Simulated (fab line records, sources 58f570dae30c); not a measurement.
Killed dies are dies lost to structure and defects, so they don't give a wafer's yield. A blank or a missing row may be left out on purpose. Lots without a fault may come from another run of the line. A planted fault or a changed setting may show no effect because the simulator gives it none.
Which tool did it? | flow berkeley_cmos170 | 14 lots, 42 wafers sampled, at 5 steps of a route of 331

WHAT THE GAUGES READ, wafer by wafer
UCB170_NSD_OVL_MEAS_07.
lot  | measured     | on         | NSD_OVL (nm)
L261 | day 8 02:53  | overlay-02 | -2 -2 -2
L266 | day 8 11:59  | overlay-02 | 0 2 -8
L268 | day 9 04:13  | overlay-01 | -2 -1 -4
L267 | day 9 05:13  | overlay-02 | -5 -9 -3
L270 | day 9 13:38  | overlay-02 | 4 2 -2
L269 | day 9 13:29  | overlay-01 | -2 -11 -4
L272 | day 9 23:26  | overlay-01 | -1 3 -4
L271 | day 9 23:07  | overlay-01 | 7 6 9
L278 | day 11 02:10 | overlay-02 | -1 0 -5
L280 | day 11 22:13 | overlay-02 | -3 6 2
L279 | day 12 04:11 | overlay-02 | -13 -7 -7
L281 | day 12 04:54 | overlay-01 | 0 3 3
L282 | day 12 04:39 | overlay-02 | -2 -1 -7
L283 | day 12 04:25 | overlay-01 | 8 6 4

UCB170_M2_CD_MEAS_15: target cd 700 nm.
lot  | measured     | on        | cd_nm (nm)
L261 | day 8 23:11  | cd_sem-01 | 698.7 700.2 698.3
L266 | day 9 07:28  | cd_sem-02 | 698.7 699.4 697.5
L268 | day 9 21:17  | cd_sem-01 | 702.3 701.7 699.9
L267 | day 9 21:25  | cd_sem-01 | 699.8 700.1 698.8
L270 | day 10 06:29 | cd_sem-02 | 697.1 698.9 698.5
L269 | day 10 05:07 | cd_sem-01 | 697.8 700.1 696.9
L272 | day 10 22:12 | cd_sem-01 | 755.6 757.8 757.7
L271 | day 10 21:09 | cd_sem-01 | 759.3 759.2 758.9
L278 | day 11 21:04 | cd_sem-01 | 699.5 700.3 698.3
L280 | day 12 15:20 | cd_sem-01 | 701.7 702.4 701.3
L279 | day 12 21:23 | cd_sem-01 | 698.1 697.4 697.7
L281 | day 12 23:38 | cd_sem-01 | 700.1 700.2 699.1
L282 | day 12 23:18 | cd_sem-01 | 700.4 701.1 701.0
L283 | day 12 21:58 | cd_sem-01 | 699.7 700.9 700.1

WHICH TOOL RAN EACH LOT (tool, then ch and the chambers of the sampled wafers, then the start)
lot  | UCB170_GATE_STRIP_16                 | UCB170_SDANNEAL_RTA_00           | UCB170_M2_PEB_13
L261 | plasma_asher-02 ch 0,1, day 7 13:58  | rtp_anneal-02 ch 0, day 8 04:34  | litho_track-01 ch 0, day 8 22:55
L266 | plasma_asher-02 ch 0,1, day 7 20:41  | rtp_anneal-01 ch 0, day 8 14:04  | litho_track-01 ch 0, day 9 07:07
L268 | plasma_asher-04 ch 1, day 8 14:04    | rtp_anneal-02 ch 0, day 9 06:11  | litho_track-04 ch 0, day 9 21:01
L267 | plasma_asher-04 ch 0,1, day 8 14:20  | rtp_anneal-02 ch 0, day 9 07:25  | litho_track-01 ch 0, day 9 21:07
L270 | plasma_asher-04 ch 0,1, day 8 21:44  | rtp_anneal-01 ch 0, day 9 14:52  | litho_track-01 ch 0, day 10 06:12
L269 | plasma_asher-03 ch 0,1, day 8 22:01  | rtp_anneal-02 ch 0, day 9 14:44  | litho_track-04 ch 0, day 10 04:50
L272 | plasma_asher-02 ch 0,1, day 9 08:49  | rtp_anneal-02 ch 0, day 10 00:42 | litho_track-01 ch 0, day 10 21:56
L271 | plasma_asher-03 ch 0,1, day 9 09:04  | rtp_anneal-01 ch 0, day 10 00:22 | litho_track-01 ch 0, day 10 20:53
L278 | plasma_asher-02 ch 0,1, day 10 12:22 | rtp_anneal-01 ch 0, day 11 03:36 | litho_track-04 ch 0, day 11 20:35
L280 | plasma_asher-03 ch 0,1, day 11 09:50 | rtp_anneal-02 ch 0, day 11 23:51 | litho_track-02 ch 0, day 12 15:04
L279 | plasma_asher-02 ch 0,1, day 11 09:59 | rtp_anneal-01 ch 0, day 12 05:26 | litho_track-04 ch 0, day 12 21:05
L281 | plasma_asher-04 ch 0,1, day 11 10:07 | rtp_anneal-02 ch 0, day 12 06:11 | litho_track-04 ch 0, day 12 23:22
L282 | plasma_asher-03 ch 0,1, day 11 10:19 | rtp_anneal-01 ch 0, day 12 05:55 | litho_track-02 ch 0, day 12 23:02
L283 | plasma_asher-02 ch 0,1, day 11 10:26 | rtp_anneal-02 ch 0, day 12 05:41 | litho_track-02 ch 0, day 12 21:37
- UCB170_GATE_STRIP_16: strips in O2.
- UCB170_SDANNEAL_RTA_00: time 10 s.
- UCB170_M2_PEB_13

WHAT THE TOOLS THEMSELVES READ (means of the sampled wafers that have a number; where no wafer has one, the mark that the record gives instead)
UCB170_GATE_STRIP_16.
lot  | tool            | chamber_pressure_mTorr (mTorr) | drypump_motor_current_A (A) | oes_product_au (a.u.)
L261 | plasma_asher-02 | 3499                           | 6.3                         | 0.723
L266 | plasma_asher-02 | 3506                           | 6.4                         | 0.721
L268 | plasma_asher-04 | 3498                           | 5.9                         | 0.722
L267 | plasma_asher-04 | 3499                           | 6.1                         | 0.721
L270 | plasma_asher-04 | 3503                           | 6.1                         | 0.726
L269 | plasma_asher-03 | 3499                           | 5.7                         | 0.723
L272 | plasma_asher-02 | 3497                           | 6.3                         | 0.722
L271 | plasma_asher-03 | 3499                           | 5.7                         | 0.723
L278 | plasma_asher-02 | 3499                           | 6.4                         | 0.723
L280 | plasma_asher-03 | 3502                           | 5.7                         | 0.723
L279 | plasma_asher-02 | 3499                           | 6.4                         | 0.725
L281 | plasma_asher-04 | 3503                           | 6.0                         | 0.724
L282 | plasma_asher-03 | 3502                           | 5.7                         | 0.722
L283 | plasma_asher-02 | 3503                           | 6.4                         | 0.725

UCB170_SDANNEAL_RTA_00.
lot  | tool          | lamp_power_pct (%) | wafer_temp_C_max
L261 | rtp_anneal-02 | 25.2               | 904.1
L266 | rtp_anneal-01 | 22.1               | 902.7
L268 | rtp_anneal-02 | 25.2               | 903.7
L267 | rtp_anneal-02 | 25.2               | 903.3
L270 | rtp_anneal-01 | 22.1               | 902.9
L269 | rtp_anneal-02 | 25.2               | 905.2
L272 | rtp_anneal-02 | 25.2               | 903.5
L271 | rtp_anneal-01 | 22.1               | 902.2
L278 | rtp_anneal-01 | 22.1               | 902.5
L280 | rtp_anneal-02 | 25.2               | 904.6
L279 | rtp_anneal-01 | 22.1               | 902.2
L281 | rtp_anneal-02 | 25.2               | 903.7
L282 | rtp_anneal-01 | 22.1               | 902.6
L283 | rtp_anneal-02 | 25.2               | 903.5

UCB170_M2_PEB_13.
lot  | tool           | heater_power_total_W (W) | plate_temp_C (C)
L261 | litho_track-01 | 56.78                    | 130.05
L266 | litho_track-01 | 56.81                    | 130.06
L268 | litho_track-04 | 56.80                    | 129.91
L267 | litho_track-01 | 56.77                    | 129.89
L270 | litho_track-01 | 56.79                    | 130.16
L269 | litho_track-04 | 56.82                    | 129.95
L272 | litho_track-01 | 52.96                    | 123.27
L271 | litho_track-01 | 53.01                    | 123.19
L278 | litho_track-04 | 56.74                    | 129.89
L280 | litho_track-02 | 56.83                    | 130.01
L279 | litho_track-04 | 56.81                    | 129.84
L281 | litho_track-04 | 56.80                    | 129.91
L282 | litho_track-02 | 56.80                    | 129.92
L283 | litho_track-02 | 56.82                    | 130.20

THE ANSWER, worked out from the rows above alone
Rule: what is usual is taken from the lots themselves. Put in order of their means at a reading, lots are off if they are a third of the lots or fewer, leave a main group of 4 or more, and stand apart from it by a gap of 3 or more times the standard deviation of the main group's means; of several such gaps the widest counts. A main group whose means are all the same, to the digits that the tables above print for the reading, isn't used. A lot without any number at a reading at which 4 lots or more have one is off too. The other lots that the step has rows for count as sound. The gauges are gone through in route order, then the tools' own readings, and for those a lot's mean is taken as printed above. The first step at which some lot is off is used, and at that step the reading that is off furthest; a lot without a number counts as furthest.
Off: L272, L271, at UCB170_M2_CD_MEAS_15 (cd_nm). The main group: mean 699.6 nm, standard deviation 1.2.
A tool fits if, at a process step before that reading, it ran every lot that is off, and no sound lot after the first of them. The gauges at UCB170_M2_CD_MEAS_15 aren't tried: what is off there is off at UCB170_M2_PEB_13 too, on other tools, and a gauge's error can't cause that. One fits: litho_track-01 at UCB170_M2_PEB_13. Its last sound lot is L270 (day 10 06:12), its first lot that is off L271 (day 10 20:53): a fault that began between those two fits.
The tool's own readings at UCB170_M2_PEB_13 bear it out: on the lots that are off they differ by more than 5 times the standard deviation of the sound lots' means. heater_power_total_W reads 52.98 W there against 56.80 W on the sound lots; plate_temp_C reads 123.23 C there against 129.98 C on the sound lots.

WHAT THE SIMULATOR HAD PUT IN
Process parameter drift: litho_track-01, from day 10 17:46 on, at UCB170_M2_PEB_13. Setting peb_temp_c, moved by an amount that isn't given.
Lots struck among those shown: L271, L272. The rule above found the same.
